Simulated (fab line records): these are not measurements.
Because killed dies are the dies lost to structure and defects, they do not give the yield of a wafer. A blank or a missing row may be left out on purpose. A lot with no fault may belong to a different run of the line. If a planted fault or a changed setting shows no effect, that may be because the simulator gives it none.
Struck lot and sound lot, side by side	flow rit_cmos	15 out of 202 route steps
Sound: these wafers, L975.1, L975.2, L975.6. Struck: wafer L981.3 (L981.4, L981.6, from the same lot, were not struck and are left out); the cause is given at the end.
For every step that has rows: the tool of each side, followed by ch and its chambers, followed by its first start. Under that, the readings that differ: sound wafers	struck wafers	difference of the means	sigmas: that difference in standard deviations of wafers without a fault.
alike: readings whose means differ by less than 2 such deviations, and words and numbers that are the same on both sides. not compared: withheld readings, readings that some wafer has no value for, bounds like >300 that may hide the same value, and numbers for which the record gives no deviation and whose values overlap.
Wherever a step has rows on one side only, a row that says differs or no value, or a row with sigmas, the two part there. Non-overlapping numbers with no deviation appear without sigmas and do not part them. Lack of a reading on every wafer of one side parts them only where that side has two or more wafers.

RIT_M1_SPUTTER_00: material Al, target thk 400 nm, time 500 s.
  sound on pvd_sputter-04, day 5 22:37; struck on pvd_sputter-04, day 7 05:01
  alike: throttle_valve_pct
RIT_M1_RS_MEAS_01: a four-point-probe measurement.
  sound on film_metro-01, day 5 22:55; struck on film_metro-02, day 7 05:22
  alike: M1_AL_RS
RIT_M1_THK_MEAS_02: measures by xrf.
  sound on film_metro-01, day 5 23:02; struck on film_metro-02, day 7 05:28
  alike: M1_AL_THK
then, 6 steps without rows for these wafers: RIT_M1_HMDS_03 (prime time 60 s); RIT_M1_COAT_04 (resist thk 1300 nm); RIT_M1_SOFTBAKE_05 (time 60 s); RIT_M1_EXPOSE_06 (exposes mask M12, target cd 2600 nm); RIT_M1_PEB_07; RIT_M1_DEVELOP_08 (develop time 68 s).
RIT_M1_CD_MEAS_09: the cd target is 2600 nm.
  sound on cd_sem-02, day 6 00:05; struck on cd_sem-01, day 7 06:25
  alike: cd_nm
RIT_M1_OVL_MEAS_10:
  sound on overlay-02, day 6 00:13; struck on overlay-01, day 7 06:31
  alike: M1_OVL
then, 1 step without rows for these wafers: RIT_M1_HARDBAKE_11 (time 120 s).
RIT_M1_METAL_ETCH_12: etches Al in Cl2/BCl3, stops on SiO2, time 165 s, target depth 600 nm.
  sound on rie_metal-02 ch 0,1, day 6 00:30; struck on rie_metal-03 ch 1, day 7 06:50
reading	sound	struck	difference	sigmas
chamber_pressure_mTorr (mTorr)	99.97 100.05 100.19	120.23	+20.16	+99 or more
model.NOVOLAK_of_M1_COAT_04.thk_nm (nm)	807.3 804.5 802.3	799.4	-5.3	
  alike: drypump_motor_current_A, oes_product_au, throttle_valve_pct
  not compared: rf_hours_counter_h
then, 1 step without rows for these wafers: RIT_M1_STRIP_13 (strips in nmp, time 600 s).
RIT_M1_PROBE_99:
  sound on prober-02, day 6 02:45; struck on prober-02, day 7 09:09
reading	sound	struck	difference	sigmas
sort_bin_6_memory (%)	0.4 0.8 1.5	2.3	+1.4	+2
  alike: defect_limited_yield, killed_at_M0_to_M3, killed_at_front_end, killed_dies, killed_open, killed_short, sort_bin_3_pad_short, sort_bin_5_function, sort_n_pass, sort_yield_pct

== WHERE THEY PART ==
Last at RIT_M1_PROBE_99 as far as this record goes, first at RIT_M1_METAL_ETCH_12.

WHY: the cause the simulator had injected
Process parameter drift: rie_metal-03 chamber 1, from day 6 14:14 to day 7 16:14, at RIT_M1_METAL_ETCH_12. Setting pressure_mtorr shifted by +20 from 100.
